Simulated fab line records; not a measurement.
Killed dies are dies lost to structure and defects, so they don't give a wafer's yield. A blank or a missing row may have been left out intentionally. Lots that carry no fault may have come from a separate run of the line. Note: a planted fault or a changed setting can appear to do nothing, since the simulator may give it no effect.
fab line records | flow rit-cmos
[record] lots = 15 | wafers = 45 | last-day = 7
route steps=202 shown REOX@98 M1@202
lots that met no fault: taken from a fault-free run of the same line
start-h: start of the lot's first displayed wafer, in hours after the record's first day | wait-h: time in hours since the lot's previous step | " unchanged from the row above | L1.1+2: several wafers, shown together as one row | - value missing, or start not given | * or withheld: withheld | < > ~ a bound
route shown NAME@n: NAME is a module with steps in the file, n the number in the route of the first one | usual: the fault-free wafers' mean and standard deviation | same: alike in all rows | chamber/n: place in a boat | sites: the reading at each site | _std_site: the standard deviation of these | _edge_site: mean of outer sites minus mean of inner sites | radius-mm: for every site, how far away it sits from the centre of the wafer | mask NAME#n: copy n | behind: tool/chamber where the wafer was last shaped | hold: what put the lot on hold/how long, in hours/how the hold closed | device: the n, p or np transistor that did not switch | end of line: at the end of the route, the tests of the same wafers | a step given without rows: its recipe and nothing more | killed: dies that structure and defects cost at the first sort, which is not the same as the wafer's yield | map: shows each die of a wafer: x if killed, . if not, _ if none is there
set.NAME: the setting the step ran with; set.NAME@STEP: the setting that earlier step ran with | model.NAME: the simulator's own value behind a step, which no gauge read
one table for each step of the route and one row for each wafer, over a sample of lots
services: the hour from which a tool's chamber was out of use, counted from the record's first day as start-h (under 0 if before that day), plus the number of hours and why
[[steps]]
[step RIT_REOX_CLEAN_00]
[recipe] chemistry = SC1 | mix = 3:3:50 | time-s = 600 | temp-c = 75
[usual] bath-guard-temp-C = 75.2/0.61 | bath-heat-duty-pct = 15.0/1.9
lot.wafer | tool         | chamber | start-h | wait-h | bath-guard-temp-C | bath-heat-duty-pct
L281.1    | wet-bench-01 | 3       | 42.67   | 0.1    | 75.1              | 17.5
L281.3    | "            | 3       | "       | "      | 75.2              | 16.4
L281.6    | "            | 3       | "       | "      | 74.5              | 16.3
L282.1    | wet-bench-03 | 0       | 50.45   | 0.1    | 76.0              | 19.8
L282.2    | "            | 0       | "       | "      | 76.0              | 19.7
L282.4    | "            | 0       | "       | "      | 75.8              | 19.7
L284.1    | wet-bench-03 | 2       | 58.98   | 0.1    | 74.8              | 15.5
L284.5    | "            | 2       | "       | "      | 74.4              | 14.6
L284.6    | "            | 2       | "       | "      | 74.9              | 13.9
L286.1    | wet-bench-04 | 3       | 69.70   | 0.1    | -                 | -
L286.3    | "            | 3       | "       | "      | -                 | -
L286.6    | "            | 3       | "       | "      | -                 | -
L287.1    | wet-bench-04 | 1       | 77.94   | 0.1    | -                 | -
L287.5    | "            | 1       | "       | "      | -                 | -
L287.6    | "            | 1       | "       | "      | -                 | -
L288.2    | wet-bench-03 | 3       | 80.73   | 0.1    | -                 | -
L288.4    | "            | 3       | "       | "      | -                 | -
L288.5    | "            | 3       | "       | "      | -                 | -
L289.1    | wet-bench-04 | 2       | 85.60   | 0.1    | 74.4              | 12.7
L289.3    | "            | 2       | "       | "      | 74.9              | 12.7
L289.4    | "            | 2       | "       | "      | 74.3              | 14.3
L295.1    | wet-bench-04 | 3       | 114.11  | 0.1    | 75.8              | 12.9
L295.4    | "            | 3       | "       | "      | 75.7              | 12.2
L295.5    | "            | 3       | "       | "      | 75.4              | 12.6
L296.2    | wet-bench-01 | 2       | 119.30  | 0.1    | 76.2              | 14.9
L296.3    | "            | 2       | "       | "      | 76.1              | 14.1
L296.4    | "            | 2       | "       | "      | 76.1              | 13.7
L297.3    | wet-bench-03 | 2       | 128.63  | 0.1    | 74.6              | 14.3
L297.5    | "            | 2       | "       | "      | 74.7              | 14.7
L297.6    | "            | 2       | "       | "      | 74.8              | 14.9
L299.3    | wet-bench-03 | 2       | 133.94  | 0.1    | 74.9              | 13.7
L299.4    | "            | 2       | "       | "      | 74.2              | 15.1
L299.6    | "            | 2       | "       | "      | 75.0              | 13.8
L300.1    | wet-bench-04 | 0       | 140.92  | 0.1    | 75.7              | 12.8
L300.4    | "            | 0       | "       | "      | 75.4              | 12.6
L300.6    | "            | 0       | "       | "      | 75.4              | 13.6
L301.2    | wet-bench-03 | 3       | 146.96  | 0.1    | 74.6              | 14.4
L301.5    | "            | 3       | "       | "      | 74.5              | 15.0
L301.6    | "            | 3       | "       | "      | 74.9              | 16.3
L302.1    | wet-bench-04 | 0       | 150.35  | 0.1    | 75.9              | 14.5
L302.3    | "            | 0       | "       | "      | 75.8              | 11.9
L302.4    | "            | 0       | "       | "      | 75.7              | 13.2
L303.4    | wet-bench-01 | 2       | 154.29  | 0.0    | 76.0              | 14.1
L303.5    | "            | 2       | "       | "      | 75.6              | 16.0
L303.6    | "            | 2       | "       | "      | 76.4              | 14.8
[step RIT_M1_PROBE_99]
[usual] killed_at_M0_to_M3 = 0.0/0.14 | killed-at-contacts = 0.1/0.34 | killed-at-front-end = 6.6/2.7 | killed-dies = 6.7/2.7 | killed-open = 3.5/1.9 | killed-short = 3.1/1.8
[same] gross-dies = 264 | killed_at_M4_up = 0 | killed-at-back-side = 0 | killed-at-other = 0
lot.wafer | tool      | chamber | start-h | wait-h | killed_at_M0_to_M3 | killed-at-contacts | killed-at-front-end | killed-dies | killed-open | killed-short
L281.1    | prober-02 | -       | 64.32   | 0.1    | 0                  | 0                  | 4                   | 4           | 1           | 3
L281.3    | prober-02 | -       | 64.42   | 0.2    | 0                  | 0                  | 5                   | 5           | 3           | 2
L281.6    | prober-02 | -       | 64.57   | 0.2    | 0                  | 0                  | 13                  | 13          | 8           | 5
L282.1    | prober-01 | -       | 70.52   | 0.1    | 0                  | 0                  | 7                   | 7           | 4           | 3
L282.2    | prober-01 | -       | 70.57   | 0.1    | 0                  | 0                  | 9                   | 9           | 3           | 6
L282.4    | prober-01 | -       | 70.67   | 0.2    | 0                  | 0                  | 7                   | 7           | 5           | 2
L284.1    | prober-01 | -       | 79.32   | 0.1    | 0                  | 0                  | 10                  | 10          | 5           | 5
L284.5    | prober-01 | -       | 79.52   | 0.2    | 0                  | 0                  | 7                   | 7           | 3           | 4
L284.6    | prober-01 | -       | 79.57   | 0.2    | 0                  | 0                  | 10                  | 10          | 3           | 7
L286.1    | prober-01 | -       | 90.24   | 0.1    | 0                  | 0                  | 3                   | 3           | 0           | 3
L286.3    | prober-01 | -       | 90.34   | 0.2    | 0                  | 0                  | 4                   | 4           | 1           | 3
L286.6    | prober-01 | -       | 90.49   | 0.2    | 0                  | 0                  | 2                   | 2           | 1           | 1
L287.1    | prober-02 | -       | 97.29   | 0.1    | 0                  | 0                  | 10                  | 10          | 5           | 5
L287.5    | prober-02 | -       | 97.49   | 0.2    | 0                  | 0                  | 8                   | 8           | 6           | 2
L287.6    | prober-02 | -       | 97.54   | 0.2    | 0                  | 0                  | 2                   | 2           | 1           | 1
L288.2    | prober-01 | -       | 101.57  | 0.1    | 0                  | 0                  | 7                   | 7           | 4           | 3
L288.4    | prober-01 | -       | 101.67  | 0.2    | 0                  | 0                  | 3                   | 3           | 1           | 2
L288.5    | prober-01 | -       | 101.72  | 0.2    | 0                  | 0                  | 10                  | 10          | 7           | 3
L289.1    | prober-02 | -       | 106.96  | 0.1    | 0                  | 0                  | 7                   | 7           | 3           | 4
L289.3    | prober-02 | -       | 107.06  | 0.2    | 1                  | 0                  | 10                  | 11          | 5           | 6
L289.4    | prober-02 | -       | 107.11  | 0.2    | 0                  | 0                  | 11                  | 11          | 5           | 6
L295.1    | prober-01 | -       | 135.74  | 0.1    | 0                  | 0                  | 12                  | 12          | 4           | 8
L295.4    | prober-01 | -       | 135.89  | 0.2    | 0                  | 0                  | 10                  | 10          | 4           | 6
L295.5    | prober-01 | -       | 135.94  | 0.2    | 0                  | 0                  | 2                   | 2           | 2           | 0
L296.2    | prober-01 | -       | 138.73  | 0.1    | 0                  | 0                  | 6                   | 6           | 4           | 2
L296.3    | prober-01 | -       | 138.78  | 0.2    | 0                  | 0                  | 7                   | 7           | 1           | 6
L296.4    | prober-01 | -       | 138.83  | 0.2    | 0                  | 0                  | 6                   | 6           | 4           | 2
L297.3    | prober-02 | -       | 147.97  | 0.2    | 0                  | 2                  | 9                   | 11          | 4           | 7
L297.5    | prober-02 | -       | 148.07  | 0.2    | 0                  | 0                  | 7                   | 7           | 4           | 3
L297.6    | prober-02 | -       | 148.12  | 0.2    | 0                  | 0                  | 8                   | 8           | 2           | 6
L299.3    | prober-02 | -       | 154.12  | 0.2    | 0                  | 1                  | 7                   | 8           | 6           | 2
L299.4    | prober-02 | -       | 154.17  | 0.2    | 0                  | 0                  | 7                   | 7           | 5           | 2
L299.6    | prober-02 | -       | 154.27  | 0.2    | 0                  | 2                  | 8                   | 10          | 6           | 4
L300.1    | prober-01 | -       | 161.99  | 0.1    | 0                  | 0                  | 4                   | 4           | 3           | 1
L300.4    | prober-01 | -       | 162.14  | 0.2    | 0                  | 1                  | 6                   | 7           | 5           | 2
L300.6    | prober-01 | -       | 162.24  | 0.2    | 0                  | 0                  | 4                   | 4           | 2           | 2
L301.2    | prober-02 | -       | 168.25  | 0.1    | 0                  | 0                  | 11                  | 11          | 4           | 7
L301.5    | prober-02 | -       | 168.40  | 0.2    | 0                  | 0                  | 4                   | 4           | 1           | 3
L301.6    | prober-02 | -       | 168.45  | 0.2    | 0                  | 0                  | 6                   | 6           | 2           | 4
L302.1    | prober-01 | -       | 170.01  | 0.1    | 0                  | 0                  | 4                   | 4           | 1           | 3
L302.3    | prober-01 | -       | 170.11  | 0.2    | 0                  | 0                  | 7                   | 7           | 2           | 5
L302.4    | prober-01 | -       | 170.16  | 0.2    | 0                  | 1                  | 4                   | 5           | 1           | 4
L303.4    | prober-02 | -       | 175.22  | 0.2    | 0                  | 0                  | 4                   | 4           | 3           | 1
L303.5    | prober-02 | -       | 175.27  | 0.2    | 0                  | 0                  | 0                   | 0           | 0           | 0
L303.6    | prober-02 | -       | 175.32  | 0.2    | 0                  | 0                  | 10                  | 10          | 5           | 5
// killed by level:class
L281.1 SPACER:geometric-particle:short=2 FOX2:geometric-particle:short=1 REOX:geometric-particle:open=1
L281.3 GATE:geometric-particle:short=2 FOX2:geometric-particle:open=1 GATE:geometric-particle:open=1 REOX:geometric-particle:open=1
L281.6 REOX:geometric-particle:open=4 GATE:geometric-particle:short=3 FOX2:geometric-particle:open=2 FOX2:geometric-particle:short=1 GATE:geometric-particle:open=1 REOX:geometric-particle:short=1 SPACER:geometric-particle:open=1
L282.1 GATE:geometric-particle:short=2 REOX:geometric-particle:open=2 FOX2:geometric-particle:open=1 SPACER:geometric-particle:short=1 SILICIDE:geometric-particle:open=1
L282.2 SILICIDE:geometric-particle:short=3 FOX1:geometric-particle:short=2 REOX:geometric-particle:open=2 FOX2:geometric-particle:open=1 SPACER:geometric-particle:short=1
L282.4 REOX:geometric-particle:open=3 FOX1:geometric-particle:short=1 GATE:geometric-particle:open=1 SILICIDE:geometric-particle:short=1 SILICIDE:geometric-particle:open=1
L284.1 GATE:geometric-particle:open=4 GATE:geometric-particle:short=3 SPACER:geometric-particle:short=2 FOX1:geometric-particle:open=1
L284.5 GATE:geometric-particle:open=2 GATE:geometric-particle:short=2 SILICIDE:geometric-particle:short=2 FOX1:geometric-particle:open=1
L284.6 GATE:geometric-particle:short=5 FOX1:geometric-particle:open=1 FOX1:geometric-particle:short=1 GATE:geometric-particle:open=1 SPACER:geometric-particle:short=1 SPACER:geometric-particle:open=1
L286.1 FOX1:geometric-particle:short=1 GATE:geometric-particle:short=1 SILICIDE:geometric-particle:short=1
L286.3 FOX1:geometric-particle:short=1 GATE:geometric-particle:open=1 GATE:geometric-particle:short=1 SILICIDE:geometric-particle:short=1
L286.6 FOX1:geometric-particle:short=1 GATE:geometric-particle:open=1
L287.1 FOX1:geometric-particle:short=4 FOX1:geometric-particle:open=3 GATE:geometric-particle:open=2 GATE:geometric-particle:short=1
L287.5 GATE:geometric-particle:open=3 FOX1:geometric-particle:open=2 FOX1:geometric-particle:short=1 FOX2:geometric-particle:short=1 SPACER:geometric-particle:open=1
L287.6 GATE:geometric-particle:open=1 SILICIDE:geometric-particle:short=1
L288.2 GATE:geometric-particle:open=2 REOX:geometric-particle:short=2 REOX:geometric-particle:open=2 SILICIDE:geometric-particle:short=1
L288.4 FOX2:geometric-particle:short=1 GATE:geometric-particle:open=1 GATE:geometric-particle:short=1
L288.5 GATE:geometric-particle:open=4 GATE:geometric-particle:short=3 SPACER:geometric-particle:open=2 REOX:geometric-particle:open=1
L289.1 FOX2:geometric-particle:short=1 GATE:geometric-particle:open=1 GATE:geometric-particle:short=1 SPACER:geometric-particle:open=1 SPACER:geometric-particle:short=1 SILICIDE:geometric-particle:short=1 SILICIDE:geometric-particle:open=1
L289.3 GATE:geometric-particle:short=2 GATE:geometric-particle:open=2 SPACER:geometric-particle:open=2 SILICIDE:geometric-particle:short=2 SPACER:geometric-particle:short=1 SILICIDE:geometric-particle:open=1 M1:geometric-particle:short=1
L289.4 SPACER:geometric-particle:open=3 SILICIDE:geometric-particle:short=3 GATE:geometric-particle:short=2 FOX2:geometric-particle:short=1 GATE:geometric-particle:open=1 SILICIDE:geometric-particle:open=1
L295.1 GATE:geometric-particle:short=3 GATE:geometric-particle:open=3 FOX1:geometric-particle:short=2 REOX:geometric-particle:short=2 SPACER:geometric-particle:open=1 SPACER:geometric-particle:short=1
L295.4 GATE:geometric-particle:open=3 GATE:geometric-particle:short=3 REOX:geometric-particle:short=2 FOX1:geometric-particle:short=1 FOX1:geometric-particle:open=1
L295.5 FOX1:geometric-particle:open=1 GATE:geometric-particle:open=1
L296.2 GATE:geometric-particle:short=2 FOX2:geometric-particle:open=1 GATE:geometric-particle:open=1 SPACER:geometric-particle:open=1 SILICIDE:geometric-particle:open=1
L296.3 GATE:geometric-particle:short=4 GATE:geometric-particle:open=1 SPACER:geometric-particle:short=1 SILICIDE:geometric-particle:short=1
L296.4 FOX1:geometric-particle:open=2 GATE:geometric-particle:short=2 FOX2:geometric-particle:open=1 GATE:geometric-particle:open=1
L297.3 GATE:geometric-particle:open=2 GATE:geometric-particle:short=2 CONTACT:geometric-particle:short=2 FOX1:geometric-particle:open=1 FOX1:geometric-particle:short=1 FOX2:geometric-particle:open=1 REOX:geometric-particle:short=1 SPACER:geometric-particle:short=1
L297.5 GATE:geometric-particle:open=3 FOX2:geometric-particle:short=1 GATE:geometric-particle:short=1 REOX:geometric-particle:short=1 SILICIDE:geometric-particle:open=1
L297.6 GATE:geometric-particle:short=3 GATE:geometric-particle:open=2 REOX:geometric-particle:short=2 FOX2:geometric-particle:short=1
L299.3 GATE:geometric-particle:open=2 FOX2:geometric-particle:short=1 REOX:geometric-particle:open=1 SPACER:geometric-particle:open=1 SPACER:geometric-particle:short=1 SILICIDE:geometric-particle:open=1 CONTACT:geometric-particle:open=1
L299.4 FOX1:geometric-particle:open=2 FOX1:geometric-particle:short=2 SPACER:geometric-particle:open=2 GATE:geometric-particle:open=1
L299.6 GATE:geometric-particle:open=3 GATE:geometric-particle:short=3 FOX1:geometric-particle:open=1 SILICIDE:geometric-particle:open=1 CONTACT:geometric-particle:open=1 CONTACT:geometric-particle:short=1
L300.1 SILICIDE:geometric-particle:open=2 GATE:geometric-particle:short=1 GATE:geometric-particle:open=1
L300.4 GATE:geometric-particle:open=2 REOX:geometric-particle:open=2 GATE:geometric-particle:short=1 SILICIDE:geometric-particle:short=1 CONTACT:geometric-particle:open=1
L300.6 GATE:geometric-particle:open=1 REOX:geometric-particle:short=1 SPACER:geometric-particle:open=1 SILICIDE:geometric-particle:short=1
L301.2 GATE:geometric-particle:short=2 GATE:geometric-particle:open=2 SPACER:geometric-particle:open=2 FOX1:geometric-particle:short=1 FOX2:geometric-particle:short=1 REOX:geometric-particle:short=1 SPACER:geometric-particle:short=1 SILICIDE:geometric-particle:short=1
L301.5 GATE:geometric-particle:short=2 FOX2:geometric-particle:short=1 GATE:geometric-particle:open=1
L301.6 GATE:geometric-particle:short=3 FOX2:geometric-particle:open=2 REOX:geometric-particle:short=1
L302.1 GATE:geometric-particle:short=3 GATE:geometric-particle:open=1
L302.3 GATE:geometric-particle:short=2 FOX1:geometric-particle:short=1 GATE:geometric-particle:open=1 REOX:geometric-particle:short=1 REOX:geometric-particle:open=1 SILICIDE:geometric-particle:short=1
L302.4 REOX:geometric-particle:short=1 SPACER:geometric-particle:short=1 SILICIDE:geometric-particle:open=1 SILICIDE:geometric-particle:short=1 CONTACT:geometric-particle:short=1
L303.4 GATE:geometric-particle:open=2 FOX2:geometric-particle:open=1 GATE:geometric-particle:short=1
L303.6 GATE:geometric-particle:short=4 GATE:geometric-particle:open=3 FOX1:geometric-particle:open=1 SPACER:geometric-particle:short=1 SILICIDE:geometric-particle:open=1
[[services]]
tool         | chamber | start-h | hours | kind
wet-bench-04 | -       | 39.35   | 1.9   | pm
[[key]]
[first-sign] step = RIT_REOX_CLEAN_00 | reading = tool-record | direction = missing
effect none on later readings
met-at RIT_REOX_CLEAN_00
struck-lots L286,L287,L288
tester-left-out L286,L287,L288
onset-between 58.98 69.70
[fault] kind = skipped-step-whole | tool = wet-bench-03,wet-bench-04 | chamber = - | onset-h = 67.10 | steps = RIT_REOX_CLEAN_00 | scope = struck-lots-only
// tester-left-out: of these lots the tester's yield and bins aren't shown, on N5 and GAA mostly nor the transistor test; their killed dies are dies lost to structure and defects alone, not to doping, threshold or leakage, so they don't give the yield
